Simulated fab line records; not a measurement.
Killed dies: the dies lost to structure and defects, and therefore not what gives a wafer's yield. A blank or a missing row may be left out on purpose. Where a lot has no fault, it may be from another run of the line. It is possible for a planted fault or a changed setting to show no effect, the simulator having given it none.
8D (eight disciplines) problem report, filled in by code ; flow berkeleyCmos170 ; the parts of the form that need people (team, actions taken, sign-off) are left out

== 1. THE ISSUE ==
ph3FlowSccm at UCB170_CONTACT_CVD_01 reads a mean of 29.96 sccm on 9 wafers of 3 lots; wafers without a fault read 25.00 sccm with a standard deviation of 0.072. Relative to the usual mean, that is a shift of +69 standard deviations.
The step: deposits PSG from SiH4/O2/PH3, target thk 700 nm, time 2820 s.
First seen on wafer L242.3, day 9 16:17, on lpcvd-02. The record holds 15 wafers of 5 lots with a number at this step. The rule behind "out" and "out of limits": a value lying over 4 standard deviations away from the usual mean. The other wafers with a number count as sound.

== 2. WHAT THIS IS AND IS NOT ==
question;is;is not
which readings at this step;ph3FlowSccm;pressureMtorr
which lots;L242, L243, L244;L235, L255
which wafers of those lots;all that have a number;-
read on which tools;lpcvd-02;lpcvd-01
when;from day 9 16:17;"up to then (3 sound wafers); but 3 sound wafers of L255 came after"

== 3. THE SUSPECTS, EACH WITH WHAT RULES IT OUT ==
Counting: a tool at any process step up to the reading remains a suspect when it ran all the lots that are out and ran no sound lot after the first of those.
- lpcvd-02 at UCB170_CONTACT_CVD_01 (deposits PSG from SiH4/O2/PH3, target thk 700 nm, time 2820 s): kept. It processed each lot that is out, first L242 at day 9 16:17, and no sound lot thereafter; up to then, the last sound lot it processed was L235 at day 7 22:40. On those wafers its own readings are out: ph3FlowSccm.
After counting, what remains is lpcvd-02 at UCB170_CONTACT_CVD_01.

== 4. THE CAUSE (what the simulator had put in) ==
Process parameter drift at UCB170_CONTACT_CVD_01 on lpcvd-02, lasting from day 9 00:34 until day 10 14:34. From 25, the setting ph3FlowSccm moved by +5.
This tool alone remained once counting was done.

== 5. THE EFFECT CHAIN, in route order ==
Rows list readings where the struck wafers' mean (over those with a number) sits beyond 3 standard deviations from the usual. Only readings for which the record gives a usual standard deviation are gone through. hours: the time from each lot's start at the first step in this table that gives one to its start at this step, as a median over the lots. sigmas: the change in usual standard deviations.
hours;step;reading;usual;on struck wafers;change;sigmas
0;UCB170_CONTACT_CVD_01;ph3FlowSccm;25.00 sccm;29.96;+4.96;+69
It contains these process steps:
- UCB170_CONTACT_CVD_01: deposits PSG from SiH4/O2/PH3, target thk 700 nm, time 2820 s.
At these later measuring or inspecting steps, every struck wafer for which the step has a row has a number for every such reading, and none has moved that far: UCB170_CONTACT_THK_MEAS_02.

== 6. WHAT WOULD HAVE CAUGHT IT SOONER ==
In this record no reading fell out of limits until day 9 16:17, 16 hours after the fault had begun at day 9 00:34.
